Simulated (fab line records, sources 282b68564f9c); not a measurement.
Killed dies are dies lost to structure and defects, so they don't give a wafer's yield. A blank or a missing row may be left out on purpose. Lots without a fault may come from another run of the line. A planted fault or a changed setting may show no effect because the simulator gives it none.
A struck lot beside a sound one | flow rit_cmos | 17 steps out of a route of 202
Sound: wafers L309.2, L309.3, L309.4. Struck: wafers L317.1, L317.5, L317.6. The cause comes at the end.
At each step with rows: each side's tool, then ch and its chambers, then its first start. Under that, the readings that differ: sound wafers | struck wafers | difference of the means | sigmas: that difference in standard deviations of wafers without a fault.
alike: readings whose means differ by less than 2 such deviations, and words and numbers that are the same on both sides. not compared: withheld readings, readings that some wafer has no value for, bounds like >300 that may hide the same value, and numbers for which the record gives no deviation and whose values overlap.
The two part at a step that has a row with sigmas, a row that says differs or no value, or rows on one side only. Numbers that don't overlap but have no deviation are shown without sigmas and don't part them. A reading that every wafer of one side lacks parts them only if that side has two wafers or more.

RIT_PWELL_TW_MEAS_10:
  sound on film_metro-04, day 2 19:50; struck on film_metro-01, day 4 12:47
  alike: PWELL_TW
then, 1 step without rows for these wafers: RIT_WELLDRIVE_ANNEAL_00 (time 14700 s).
RIT_WELLDRIVE_RS_MEAS_01: measures by four-point-probe.
  sound on film_metro-01, day 3 01:47; struck on film_metro-02, day 4 17:55
  alike: NWELL_RS
RIT_WELLDRIVE_RS_MEAS_02: measures by four-point-probe.
  sound on film_metro-01, day 3 01:54; struck on film_metro-02, day 4 18:02
  alike: PWELL_RS
then, 6 steps without rows for these wafers: RIT_NRETRO_HMDS_00 (prime time 60 s); RIT_NRETRO_COAT_01 (resist thk 1300 nm); RIT_NRETRO_SOFTBAKE_02 (time 60 s); RIT_NRETRO_EXPOSE_03 (exposes mask M4, target cd 43900 nm); RIT_NRETRO_PEB_04; RIT_NRETRO_DEVELOP_05 (develop time 68 s).
RIT_NRETRO_OVL_MEAS_06:
  sound on overlay-01, day 3 03:01; struck on overlay-02, day 4 19:10
  alike: NRETRO_OVL
then, 1 step without rows for these wafers: RIT_NRETRO_HARDBAKE_07 (time 120 s).
RIT_NRETRO_IMPLANT_08:
  sound on implanter-04 ch 0, day 3 03:19; struck on implanter-04 ch 0, day 4 19:27
  reading                   | sound                | struck               | difference | sigmas
  beam_energy_keV           | 70.045 70.056 70.025 | 79.120 79.101 79.125 | +9.073     | +99 or more
  model.implant.rp_nm (nm)  | 83.07 83.07 83.07    | 94.55 94.55 94.55    | +11.48     |
  model.implant.drp_nm (nm) | 33.94 33.94 33.94    | 37.58 37.58 37.58    | +3.64      |
  alike: dose_ions_cm2
RIT_NRETRO_STRIP_09: strips in O2, time 180 s.
  sound on plasma_asher-01 ch 0,1, day 3 03:26; struck on plasma_asher-03 ch 0,1, day 4 19:36
  alike: drypump_motor_current_A, o2_flow_sccm
  not compared: rf_hours_counter_h
RIT_NRETRO_TW_MEAS_10:
  sound on film_metro-02, day 3 03:37; struck on film_metro-03, day 4 19:47
  reading   | sound          | struck         | difference | sigmas
  NRETRO_TW | 1046 1045 1042 | 1065 1068 1066 | +22        | +2
then, 1 step without rows for these wafers: RIT_PRETRO_HMDS_00 (prime time 60 s).
RIT_M1_PROBE_99:
  sound on prober-02, day 4 17:41; struck on prober-02, day 6 02:01
  reading                             | sound            | struck            | difference | sigmas
  model.etest.cap_p_gate.c_min_ff_um2 | 2.353 2.33 2.345 | 2.292 2.291 2.292 | -0.051     |
  alike: killed_at_contacts, killed_at_front_end, killed_dies, killed_open, killed_short
  not compared: model.etest.pmos_0p15.vt_long_v, model.etest.pmos_narrow.vt_v, model.etest.pmos_0p3.vt_v, model.etest.pmos_0p3.vt_sat_v

WHERE THEY PART
First at RIT_NRETRO_IMPLANT_08; last, within this record, at RIT_NRETRO_TW_MEAS_10. Later steps at which nothing parts them and some readings are alike: RIT_M1_PROBE_99.

WHY: what the simulator had put in
Process parameter drift: implanter-04, from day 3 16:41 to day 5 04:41, at RIT_NRETRO_IMPLANT_08. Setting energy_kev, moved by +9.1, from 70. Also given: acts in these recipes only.
